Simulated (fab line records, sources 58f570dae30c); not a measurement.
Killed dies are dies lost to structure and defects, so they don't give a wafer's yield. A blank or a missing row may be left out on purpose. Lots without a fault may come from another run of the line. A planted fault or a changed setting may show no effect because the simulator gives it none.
Which tool did it? | flow berkeley_cmos170 | 14 lots, 42 wafers sampled, at 5 steps of a route of 331

WHAT THE GAUGES READ, wafer by wafer
UCB170_NWELL_THK_MEAS_02. Usual: NWELL_OXIDE_THK 26.7 nm, standard deviation 0.47.
lot  | measured    | on            | NWELL_OXIDE_THK (nm) | flag
L693 | day 2 01:53 | film_metro-02 | 27.4 27.0 27.3       |
L694 | day 2 11:13 | film_metro-03 | 26.4 26.7 26.3       |
L696 | day 2 11:13 | film_metro-02 | 26.8 26.8 27.1       |
L697 | day 3 01:00 | film_metro-02 | 26.9 26.6 26.4       |
L699 | day 3 10:01 | film_metro-01 | 26.8 27.0 26.8       |
L701 | day 3 17:47 | film_metro-02 | 26.1 26.5 26.1       |
L703 | day 4 05:45 | film_metro-02 | 40.1 40.2 39.1       | OFF
L704 | day 4 13:15 | film_metro-03 | 26.4 26.1 26.0       |
L707 | day 5 03:04 | film_metro-02 | 39.4 39.2 39.1       | OFF
L708 | day 5 00:26 | film_metro-01 | 26.2 26.0 26.3       |
L712 | day 6 00:10 | film_metro-01 | 26.6 26.9 27.1       |
L713 | day 6 06:52 | film_metro-02 | 26.8 27.0 27.6       |
L714 | day 6 09:28 | film_metro-03 | 26.2 26.6 26.7       |
L715 | day 6 09:28 | film_metro-02 | 27.0 26.9 26.8       |

UCB170_ACTIVE_THK_MEAS_06. Usual: ACTIVE_NITRIDE_THK 220.7 nm, standard deviation 1.9.
lot  | measured    | on            | ACTIVE_NITRIDE_THK (nm) | flag
L693 | day 4 11:03 | film_metro-02 | 219.1 220.9 220.5       |
L694 | day 5 00:50 | film_metro-02 | 222.9 221.4 223.3       |
L696 | day 5 00:53 | film_metro-03 | 217.6 219.5 216.7       |
L697 | day 5 23:29 | film_metro-04 | 219.2 221.7 219.6       |
L699 | day 5 23:26 | film_metro-04 | 221.4 223.0 222.8       |
L701 | day 6 08:10 | film_metro-04 | 219.5 221.6 221.9       |
L703 | day 6 08:07 | film_metro-02 | 221.3 220.5 219.8       |
L704 | day 7 03:23 | film_metro-04 | 219.3 219.0 218.9       |
L707 | day 7 03:26 | film_metro-03 | 219.1 221.3 216.5       |
L708 | day 7 03:23 | film_metro-03 | 219.8 219.2 220.6       |
L712 | day 8 03:50 | film_metro-03 | 225.0 225.3 224.2       |
L713 | day 8 15:48 | film_metro-03 | 220.4 221.1 222.5       |
L714 | day 8 15:47 | film_metro-04 | 222.1 220.1 221.5       |
L715 | day 8 15:47 | film_metro-02 | 222.9 222.4 221.8       |

UCB170_PVT_OVL_MEAS_06. Usual: PVT_OVL 2 nm, standard deviation 4.9.
lot  | measured     | on         | PVT_OVL (nm) | flag
L693 | day 6 05:43  | overlay-01 | 5 -1 1       |
L694 | day 6 11:42  | overlay-01 | 1 -1 7       |
L696 | day 6 11:25  | overlay-01 | -2 4 -2      |
L697 | day 7 10:51  | overlay-02 | 1 -1 1       |
L699 | day 7 11:52  | overlay-02 | 8 -1 2       |
L701 | day 7 19:55  | overlay-01 | -1 -4 2      |
L703 | day 7 20:35  | overlay-02 | 11 6 7       |
L704 | day 8 20:40  | overlay-02 | 8 4 10       |
L707 | day 8 20:23  | overlay-02 | 5 2 -1       |
L708 | day 8 20:25  | overlay-01 | -1 -1 3      |
L712 | day 9 18:35  | overlay-02 | 5 1 -3       |
L713 | day 10 06:12 | overlay-01 | -7 -2 -4     |
L714 | day 10 06:27 | overlay-01 | 4 5 8        |
L715 | day 10 06:20 | overlay-02 | 0 5 2        |

UCB170_SILICIDE_THK_MEAS_03: measures by xrf. Usual: SILICIDE_TI_THK 29.76 nm, standard deviation 0.29.
lot  | measured     | on            | SILICIDE_TI_THK (nm) | flag
L693 | day 7 09:58  | film_metro-03 | 29.57 29.95 29.52    |
L694 | day 7 19:59  | film_metro-03 | 30.04 30.11 30.05    |
L696 | day 7 18:09  | film_metro-01 | 29.74 30.05 29.92    |
L697 | day 8 15:05  | film_metro-03 | 29.60 29.87 29.47    |
L699 | day 8 14:44  | film_metro-01 | 29.74 29.92 29.94    |
L701 | day 9 01:05  | film_metro-01 | 30.13 29.82 30.35    |
L703 | day 9 00:59  | film_metro-04 | 29.27 29.37 29.61    |
L704 | day 10 06:14 | film_metro-01 | 29.85 30.15 29.89    |
L707 | day 10 06:15 | film_metro-04 | 30.05 29.70 29.74    |
L708 | day 10 05:34 | film_metro-01 | 29.40 29.67 29.48    |
L712 | day 11 05:04 | film_metro-01 | 30.05 29.68 29.82    |
L713 | day 11 17:54 | film_metro-01 | 29.51 29.86 29.42    |
L714 | day 11 18:04 | film_metro-03 | 29.89 29.79 29.83    |
L715 | day 11 18:20 | film_metro-04 | 29.86 29.83 30.03    |

WHICH TOOL RAN EACH LOT (tool, then ch and the chambers of the sampled wafers, then the start)
lot  | UCB170_NWELL_OXIDATION_01
L693 | furnace-02 ch 0, day 2 00:32
L694 | furnace-01 ch 0, day 2 09:52
L696 | furnace-01 ch 0, day 2 09:52
L697 | furnace-01 ch 0, day 2 23:39
L699 | furnace-01 ch 0, day 3 08:40
L701 | furnace-02 ch 0, day 3 16:26
L703 | furnace-01 ch 0, day 4 01:42
L704 | furnace-02 ch 0, day 4 11:53
L707 | furnace-02 ch 0, day 4 23:05
L708 | furnace-02 ch 0, day 4 23:05
L712 | furnace-04 ch 0, day 5 22:49
L713 | furnace-04 ch 0, day 6 05:31
L714 | furnace-04 ch 0, day 6 08:07
L715 | furnace-04 ch 0, day 6 08:07
- UCB170_NWELL_OXIDATION_01: target thk 26.4 nm, ox time 1260 s.

WHAT THE TOOLS THEMSELVES READ (means of the sampled wafers that have a number; where no wafer has one, the mark that the record gives instead)
UCB170_NWELL_OXIDATION_01. Usual: spike_tc_source_C 1023.8 C, standard deviation 1.1.
lot  | tool       | spike_tc_source_C (C) | flag
L693 | furnace-02 | 1024.2                |
L694 | furnace-01 | 1023.1                |
L696 | furnace-01 | 1022.9                |
L697 | furnace-01 | 1022.6                |
L699 | furnace-01 | 1024.0                |
L701 | furnace-02 | 1024.0                |
L703 | furnace-01 | 1023.3                |
L704 | furnace-02 | 1023.1                |
L707 | furnace-02 | 1023.9                |
L708 | furnace-02 | 1024.0                |
L712 | furnace-04 | 1025.3                |
L713 | furnace-04 | 1024.4                |
L714 | furnace-04 | 1024.1                |
L715 | furnace-04 | 1023.6                |

THE ANSWER, worked out from the rows above alone
Rule: a lot is off if the mean of its wafers that have a number lies more than 3 standard deviations from the usual mean. A lot without any number at a reading at which 4 lots or more have one is off too. The other lots that the step has rows for count as sound. The gauges are gone through in route order, then the tools' own readings, and for those a lot's mean is taken as printed above. The first step at which some lot is off is used, and at that step the reading that is off furthest; a lot without a number counts as furthest.
Off: L703, L707, at UCB170_NWELL_THK_MEAS_02 (NWELL_OXIDE_THK).
A tool fits if, at a process step before that reading, it ran every lot that is off, and no sound lot after the first of them. The gauges at UCB170_NWELL_THK_MEAS_02 are tried like those tools. None of those tried fits.

WHAT THE SIMULATOR HAD PUT IN
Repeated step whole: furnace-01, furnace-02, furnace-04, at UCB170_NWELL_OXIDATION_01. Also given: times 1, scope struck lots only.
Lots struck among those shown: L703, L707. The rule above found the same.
